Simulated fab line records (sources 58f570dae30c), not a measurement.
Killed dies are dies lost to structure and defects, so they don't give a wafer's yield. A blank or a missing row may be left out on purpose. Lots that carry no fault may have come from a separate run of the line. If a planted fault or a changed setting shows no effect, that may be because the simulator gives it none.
Matching of chambers ; flow berkeley-cmos170 ; UCB170_V2_CMP_02 on cmp-01: 4 sister chambers
The step polishes SiO2. 8 wafers are shown with their chamber, then 7 later ones without.

== WAFERS WITH THEIR CHAMBER ==
wafer;chamber;motor-current-A (A);head-pressure-psi (psi)
L973.6;3;16.9;5.993
L975.3;2;17.0;6.013
L975.4;3;16.8;5.984
L978.1;1;17.1;6.005
L978.4;0;18.0;6.005
L978.6;2;15.3;6.010
L985.2;0;16.9;6.003
L985.4;1;16.5;5.982

== WAFERS WITH NO CHAMBER GIVEN ==
wafer;motor-current-A (A);head-pressure-psi (psi)
L985.6;16.9;5.991
L990.2;17.8;6.005
L990.4;17.6;5.986
L990.6;15.6;6.017
L987.1;16.6;5.979
L987.3;17.2;5.990
L987.5;16.7;5.984

== EACH ONE'S CHAMBER ==
wafer;from the rows above;in truth
L985.6;can't be placed: 3 or 1 or 0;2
L990.2;can't be placed: 0 or 1 or 3 or 2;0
L990.4;can't be placed: 3 or 1 or 0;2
L990.6;can't be placed: 2 or 0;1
L987.1;can't be placed: 3 or 1 or 0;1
L987.3;can't be placed: 3 or 1 or 0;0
L987.5;can't be placed: 3 or 1 or 0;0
0 of 7 placed correctly. Not placeable from these rows: 7 (in 4, the candidates include the true chamber). Number placed wrongly: 0.
How it was worked out, from the rows above alone: a wafer's distance from a chamber is the root of the sum, over the readings, of the square of ((its reading less the chamber's mean) divided by the reading's scatter). The wafer belongs to the nearest chamber; if the next one is less than 2 further off, it can't be placed. Each chamber's mean is taken over the wafers shown for it. The scatter: the root of (the sum of the squares of (reading less its chamber's mean) over the shown wafers, divided by (wafers less chambers)).
